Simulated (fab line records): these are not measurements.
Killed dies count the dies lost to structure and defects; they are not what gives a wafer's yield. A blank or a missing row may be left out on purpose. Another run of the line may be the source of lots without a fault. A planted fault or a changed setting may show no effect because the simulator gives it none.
Which tool was responsible?    flow rit-cmos    13 lots with 39 wafers sampled at 2 steps, on a route of 202 steps

WHAT THE GAUGES READ, wafer by wafer
The record holds no reading of a measuring or inspecting step that can be judged against a usual standard deviation.

EACH LOT AND THE TOOL THAT RAN IT (in order: tool; ch and the chambers of the sampled wafers; start)
lot   RIT_PLDD_STRIP_09                    RIT_M1_PROBE_99
L592  plasma-asher-01 ch 0,1, day 2 22:05  -
L593  plasma-asher-02 ch 0,1, day 3 02:14  -
L595  plasma-asher-01 ch 0, day 3 14:49    -
L596  plasma-asher-02 ch 0,1, day 3 21:16  -
L597  plasma-asher-01 ch 0,1, day 3 23:03  -
L598  plasma-asher-03 ch 0,1, day 4 06:26  -
L602  plasma-asher-01 ch 0,1, day 5 01:46  -
L603  plasma-asher-01 ch 0,1, day 5 04:26  prober-02, day 5 22:44
L609  plasma-asher-03 ch 0,1, day 6 09:40  -
L610  plasma-asher-02 ch 0,1, day 6 20:49  -
L613  plasma-asher-03 ch 0,1, day 7 10:05  prober-01, day 7 23:59
L614  plasma-asher-03 ch 0,1, day 7 16:01  -
L615  plasma-asher-03 ch 0,1, day 8 00:17  -
- RIT_PLDD_STRIP_09: strips in O2, time 180 s.
- RIT_M1_PROBE_99

AS READ BY THE TOOLS THEMSELVES (means over the sampled wafers that have a number; for cases with no such wafer, the mark the record gives instead)
RIT_PLDD_STRIP_09. Usual: drypump-motor-current-A 6.0 A, standard deviation 0.58; rf-refl-power-W 6.2 W, standard deviation 1.4.
lot   tool             drypump-motor-current-A (A)  rf-refl-power-W (W)  flag
L592  plasma-asher-01  5.9                          7.1                  
L593  plasma-asher-02  5.5                          4.7                  
L595  plasma-asher-01  5.5                          6.8                  
L596  plasma-asher-02  5.5                          4.8                  
L597  plasma-asher-01  5.8                          7.4                  
L598  plasma-asher-03  6.4                          5.6                  
L602  plasma-asher-01  5.9                          7.4                  
L603  plasma-asher-01  6.2                          8.0                  
L609  plasma-asher-03  6.3                          5.5                  
L610  plasma-asher-02  5.5                          4.7                  
L613  plasma-asher-03  6.4                          5.4                  
L614  plasma-asher-03  6.3                          5.4                  
L615  plasma-asher-03  6.4                          5.4                  

RIT_M1_PROBE_99. Usual: killed-at-contacts 0.1, standard deviation 0.3; killed-at-front-end 7, standard deviation 3.4; killed-dies 7, standard deviation 3.4; killed-on-rim 1.9, standard deviation 1.4; killed-open 3.6, standard deviation 2.1; killed-short 3.5, standard deviation 2.1.
lot   tool       killed-at-contacts  killed-at-front-end  killed-dies  killed-on-rim  killed-open  killed-short  flag
L603  prober-02  0.0                 22                   22           6.0            5.0          3.7           OFF
L613  prober-01  0.0                 8                    8            2.3            4.7          3.0           

THE ANSWER, worked out from the rows above alone
Rule: a lot counts as off when the mean over its wafers that have a number is more than 3 standard deviations away from the usual mean. Also off: a lot with no number at a reading for which 4 or more lots have one. The other lots that the step has rows for count as sound. Order of review: gauges by route order, followed by the tools' own readings, for which a lot's mean as printed above is used. At the first step where some lot is off, the reading lying furthest off is the one used; lots without a number count as furthest.
Off, at RIT_M1_PROBE_99 on killed-at-front-end: L603. Neither off nor sound, because the step has no rows for them: L592, L593, L595, L596, L597, L598, L602, L609, L610, L614, L615.
If a tool, at that step or one of the process steps before it, ran each lot that is off and ran no sound lot following the first of them, it fits. Can't be told from this: 2 tools fit, plasma-asher-01 at RIT_PLDD_STRIP_09, prober-02 at RIT_M1_PROBE_99.

WHAT WAS PUT IN BY THE SIMULATOR
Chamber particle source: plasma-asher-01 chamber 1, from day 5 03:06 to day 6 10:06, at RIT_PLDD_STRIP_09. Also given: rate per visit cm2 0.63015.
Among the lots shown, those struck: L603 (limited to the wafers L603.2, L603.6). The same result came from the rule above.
